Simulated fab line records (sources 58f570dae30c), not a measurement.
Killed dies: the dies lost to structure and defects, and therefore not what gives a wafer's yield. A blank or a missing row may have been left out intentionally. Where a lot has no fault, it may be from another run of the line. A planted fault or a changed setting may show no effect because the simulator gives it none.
Code-filled problem report in 8D (eight disciplines) form / flow berkeleyCmos170 / the parts of the form that need people (team, actions taken, sign-off) are left out

## 1. THE PROBLEM
Wafers without a fault read 120.0 W, standard deviation 0.34; biasW at UCB170_M1_METAL_ETCH_12 reads a mean of 161.9 W on 2 wafers belonging to 2 lots. That is +99 or more standard deviations from the usual mean.
The step: etches Al in Cl2/BCl3, stops on PSG, target depth 780 nm, time 124.5 s.
Seen first at day 10 23:23 on rieMetal-02, wafer L144.4. The record has a number at this step for 18 wafers belonging to 6 lots. By rule, "out" or "out of limits" means more than 4 standard deviations away from the usual mean. The rest of the wafers with a number are treated as sound.

## 2. WHAT IT IS, WHAT IT ISN'T
question=which readings at this step | is=biasW | is not=drypumpMotorCurrentA, oesProductAu, throttleValvePct
question=which lots | is=L144, L145 | is not=L131, L137, L141, L143
question=which wafers of those lots | is=L144.4, L145.5 | is not=L144.1, L144.3, L145.4, L145.6
question=read on which tools | is=rieMetal-02 | is not=rieMetal-01, rieMetal-04
question=when | is=from day 10 23:23 | is not=up to then (14 sound wafers); but 2 sound wafers of L145 came after

## 3. SUSPECTS, AND WHAT RULES EACH OUT
Counting: a tool at a process step up to the reading stays a suspect if it ran every lot that is out. Sound lots after the first of them don't rule it out here, since some wafers of a struck lot are sound.
- pvdSputter-04 at UCB170_M1_SPUTTER_00 (material Al, target thk 600 nm, time 80 s): kept. It ran every lot that is out, first L144 (day 10 22:01); its last sound lot up to then is L141 (day 10 21:39).
- rieDiel-04 at UCB170_M1_ETCH_11 (etches BARC in N2/H2): kept. It ran every lot that is out, first L144 (day 10 23:20); its last sound lot up to then is L131 (day 8 13:16).
- rieMetal-02 at UCB170_M1_METAL_ETCH_12 (etches Al in Cl2/BCl3, stops on PSG, target depth 780 nm, time 124.5 s): kept. It ran every lot that is out, first L144 (day 10 23:23); its last sound lot up to then is L131 (day 8 13:19). Its own readings are out on those wafers: biasW.
- At UCB170_M1_METAL_ETCH_12 on rieMetal-02, chamber 0 took the sound wafers of the same lots and chamber 1 took the wafers that are out.
Left after counting: pvdSputter-04 at UCB170_M1_SPUTTER_00, rieDiel-04 at UCB170_M1_ETCH_11, rieMetal-02 at UCB170_M1_METAL_ETCH_12.

## 4. THE CAUSE (what the simulator had put in)
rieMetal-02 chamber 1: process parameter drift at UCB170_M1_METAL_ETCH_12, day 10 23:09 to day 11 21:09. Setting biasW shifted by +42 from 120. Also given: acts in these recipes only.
Counting leaves 3 suspects; this tool is one of them.

## 5. THE EFFECT CHAIN, in route order
Rows list readings where the struck wafers' mean (over those with a number) sits beyond 3 standard deviations from the usual. Only readings for which the record gives a usual standard deviation are gone through. hours: the time from each lot's start at the first step in this table that gives one to its start at this step, as a median over the lots. sigmas: the change in usual standard deviations.
hours=0; step=UCB170_M1_METAL_ETCH_12; reading=biasW; usual=120.0 W; on struck wafers=161.9; change=+41.9; sigmas=+99 or more
The process steps in it:
- UCB170_M1_METAL_ETCH_12: etches Al in Cl2/BCl3, stops on PSG, target depth 780 nm, time 124.5 s.

## 6. WHAT WOULD HAVE CAUGHT IT SOONER
The fault began at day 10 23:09; the first out-of-limits reading in this record came at day 10 23:23, 0 hours later.
